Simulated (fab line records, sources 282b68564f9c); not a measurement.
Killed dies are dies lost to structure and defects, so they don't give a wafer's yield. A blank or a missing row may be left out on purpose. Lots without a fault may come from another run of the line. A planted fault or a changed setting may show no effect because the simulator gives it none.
Tool commonality check | flow rit_cmos | 15 lots, 45 wafers sampled

WHY IT WAS OPENED
At RIT_GATE_THK_MEAS_09 the reading GATE_POLY_THK is flagged on 3 of 15 lots. Wafers without a fault read 249.4 nm, standard deviation 2.6.
Rule: a lot is flagged when every wafer of it that has a number lies more than 4 standard deviations from that mean, or none has a number. The other lots count as sound.

lot  | measured    | on            | GATE_POLY_THK (nm), wafer by wafer | flag
L315 | day 2 22:16 | film_metro-02 | 249.0 247.7 246.6                  |
L317 | day 3 04:04 | film_metro-01 | 249.3 248.5 247.3                  |
L318 | day 3 11:22 | film_metro-02 | 248.8 250.1 251.0                  |
L320 | day 3 19:46 | film_metro-02 | 250.3 248.2 248.7                  |
L321 | day 3 23:34 | film_metro-01 | 249.0 248.8 250.3                  |
L322 | day 4 07:38 | film_metro-01 | 247.1 248.0 248.5                  |
L323 | day 4 09:53 | film_metro-01 | 249.2 249.9 248.8                  |
L325 | day 4 19:10 | film_metro-02 | 244.4 244.6 244.1                  |
L326 | day 5 05:20 | film_metro-01 | 251.7 253.6 252.3                  |
L328 | day 5 13:52 | film_metro-01 | 254.0 255.4 255.1                  |
L329 | day 5 15:29 | film_metro-03 | 248.3 250.6 250.7                  |
L330 | day 5 23:00 | film_metro-01 | 385.4 386.7 387.7                  | FLAGGED
L331 | day 6 01:44 | film_metro-02 | 381.8 383.9 384.2                  | FLAGGED
L332 | day 6 09:38 | film_metro-02 | 389.9 391.2 391.1                  | FLAGGED
L333 | day 6 12:43 | film_metro-02 | 251.2 251.5 250.6                  |
The numbers of the flagged lots are 386.9 nm on average: +137.5 nm against the usual, or +53 standard deviations.

WHICH TOOL RAN EACH LOT
The record holds 1 process step before the reading, out of a route of 202 steps. In each cell: the tool, then ch and the chambers that the sampled wafers went through, then the start.
lot  | flag    | RIT_GATE_CVD_08
L315 |         | lpcvd-01 ch 1, day 2 20:38
L317 |         | lpcvd-01 ch 1, day 3 02:27
L318 |         | lpcvd-01 ch 0, day 3 09:44
L320 |         | lpcvd-02 ch 0, day 3 18:07
L321 |         | lpcvd-01 ch 0, day 3 21:55
L322 |         | lpcvd-02 ch 1, day 4 06:01
L323 |         | lpcvd-02 ch 1, day 4 08:16
L325 |         | lpcvd-01 ch 1, day 4 17:31
L326 |         | lpcvd-01 ch 1, day 5 03:42
L328 |         | lpcvd-02 ch 1, day 5 12:14
L329 |         | lpcvd-02 ch 1, day 5 13:52
L330 | FLAGGED | lpcvd-01 ch 0, day 5 21:22
L331 | FLAGGED | lpcvd-01 ch 0, day 6 00:07
L332 | FLAGGED | lpcvd-01 ch 0, day 6 08:00
L333 |         | lpcvd-02 ch 0, day 6 11:05
What these steps do:
- RIT_GATE_CVD_08: deposits poly-Si from SiH4, target thk 250 nm, time 2220 s.
- RIT_GATE_THK_MEAS_09

FLAGGED OVER TOTAL, TOOL BY TOOL (the gauges that took the reading come last)
step                 | tool          | lots run | flagged | share of the flagged lots | sound lots run after its first flagged lot
RIT_GATE_CVD_08      | lpcvd-01      | 9        | 3       | all                       | 0
RIT_GATE_CVD_08      | lpcvd-02      | 6        | 0       | none                      | -
RIT_GATE_THK_MEAS_09 | film_metro-01 | 7        | 1       | some                      | 0
RIT_GATE_THK_MEAS_09 | film_metro-02 | 7        | 2       | some                      | 1 (L333)
RIT_GATE_THK_MEAS_09 | film_metro-03 | 1        | 0       | none                      | -

WHAT THE TABLE ALLOWS
1 row of the table ran every flagged lot: lpcvd-01 at RIT_GATE_CVD_08.
- lpcvd-01 at RIT_GATE_CVD_08: 3 of its 9 lots flagged. Its last sound lot is L326 (day 5 03:42), its first flagged lot L330 (day 5 21:22): a fault that began between those two fits.
One tool is left: lpcvd-01 at RIT_GATE_CVD_08.

WHAT THE SIMULATOR HAD PUT IN
Process parameter drift: lpcvd-01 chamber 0, from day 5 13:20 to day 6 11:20, at RIT_GATE_CVD_08. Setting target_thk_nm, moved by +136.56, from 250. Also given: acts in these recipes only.
Lots struck among those shown: L330, L331, L332. The rule above found the same.
